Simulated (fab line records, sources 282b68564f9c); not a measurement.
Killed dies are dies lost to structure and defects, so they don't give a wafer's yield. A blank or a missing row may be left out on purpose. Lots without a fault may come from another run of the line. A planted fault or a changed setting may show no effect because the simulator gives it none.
A struck lot beside a sound one | flow rit_cmos | 19 steps out of a route of 202
Sound: wafers L984.2, L984.3, L984.6. Struck: wafers L989.2, L989.3, L989.6. The cause comes at the end.
At each step with rows: each side's tool, then ch and its chambers, then its first start. Under that, the readings that differ: sound wafers | struck wafers | difference of the means | sigmas: that difference in standard deviations of wafers without a fault.
alike: readings whose means differ by less than 2 such deviations, and words and numbers that are the same on both sides. not compared: withheld readings, readings that some wafer has no value for, bounds like >300 that may hide the same value, and numbers for which the record gives no deviation and whose values overlap.
The two part at a step that has a row with sigmas, a row that says differs or no value, or rows on one side only. Numbers that don't overlap but have no deviation are shown without sigmas and don't part them. A reading that every wafer of one side lacks parts them only if that side has two wafers or more.

first, 3 steps without rows for these wafers: RIT_GATE_CLEAN_02 (cleans in dHF, time 30 s); RIT_GATE_CLEAN_03 (cleans in SC2, time 600 s); RIT_GATE_CLEAN_04 (cleans in dHF, time 60 s).
RIT_FOX2_THK_MEAS_91:
  sound on film_metro-02, day 3 07:34; struck on film_metro-03, day 4 06:26
  alike: FIELD_OXIDE_LEFT_2_THK
then, 2 steps without rows for these wafers: RIT_GATE_OXIDATION_05 (target thk 3 nm, ox time 270 s); RIT_GATE_ANNEAL_06 (time 600 s).
RIT_GATE_THK_MEAS_07:
  sound on film_metro-04, day 3 09:19; struck on film_metro-04, day 4 14:08
  reading             | sound          | struck         | difference | sigmas
  GATE_OXIDE_THK (nm) | 2.86 2.93 2.92 | 3.09 2.99 3.05 | +0.14      | +2
then, 1 step without rows for these wafers: RIT_GATE_CVD_08 (deposits poly-Si from SiH4, target thk 250 nm, time 2220 s).
RIT_GATE_THK_MEAS_09:
  sound on film_metro-02, day 3 11:06; struck on film_metro-02, day 4 15:49
  alike: GATE_POLY_THK
then, 3 steps without rows for these wafers: RIT_GATE_HMDS_10 (prime time 60 s); RIT_GATE_COAT_11 (resist thk 856 nm); RIT_GATE_SOFTBAKE_12 (time 60 s).
RIT_GATE_EXPOSE_13: exposes mask M6, target cd 150 nm.
  sound on iline_stepper-02 ch 0, day 3 11:37; struck on iline_stepper-02 ch 0, day 4 16:20
  reading                      | sound                | struck            | difference | sigmas
  model.GATE.overlay_x_nm (nm) | 0.6054 0.6054 0.6054 | 129.8 129.8 129.8 | +129.2     |
  alike: mask, stage_vel_mm_s
then, 2 steps without rows for these wafers: RIT_GATE_PEB_14; RIT_GATE_DEVELOP_15 (develop time 50 s).
RIT_GATE_CD_MEAS_16: target cd 150 nm.
  sound on cd_sem-02, day 3 12:01; struck on cd_sem-01, day 4 16:44
  alike: cd_nm
RIT_GATE_OVL_MEAS_17:
  sound on overlay-01, day 3 12:08; struck on overlay-02, day 4 16:50
  reading       | sound        | struck            | difference | sigmas
  GATE_OVL (nm) | 0.9 -0.2 0.2 | 126.9 128.8 129.3 | +128.0     | +91
then, 1 step without rows for these wafers: RIT_GATE_HARDBAKE_18 (time 60 s).
RIT_M1_PROBE_99:
  sound on prober-02, day 4 09:47; struck on prober-01, day 5 15:16
  reading                                                 | sound                | struck               | difference | sigmas
  model.etest.pldd.width_nm (nm)                          | 3111 3142 3138       | 3079 3100 3110       | -34        |
  model.etest.nldd.width_nm (nm)                          | 3128 3143 3119       | 3111 3080 3111       | -29        |
  model.etest.select_edge_diode_p.leak_log10_a (angstrom) | -10.32 -10.25 -10.64 | -9.379 -9.35 -9.237  | +1.081     |
  model.etest.select_edge_diode_n.leak_log10_a (angstrom) | -9.94 -9.868 -9.649  | -8.812 -9.068 -8.674 | +0.968     |
  model.etest.gate_end_array.leak_log10_a_um              | -12.88 -12.88 -13.01 | -12.61 -12.43 -12.48 | +0.42      |
  alike: killed_at_M0_to_M3, killed_at_contacts, killed_at_front_end, killed_dies, killed_open, killed_short

WHERE THEY PART
First at RIT_GATE_THK_MEAS_07; last, within this record, at RIT_GATE_OVL_MEAS_17. Later steps at which nothing parts them and some readings are alike: RIT_M1_PROBE_99.

WHY: what the simulator had put in
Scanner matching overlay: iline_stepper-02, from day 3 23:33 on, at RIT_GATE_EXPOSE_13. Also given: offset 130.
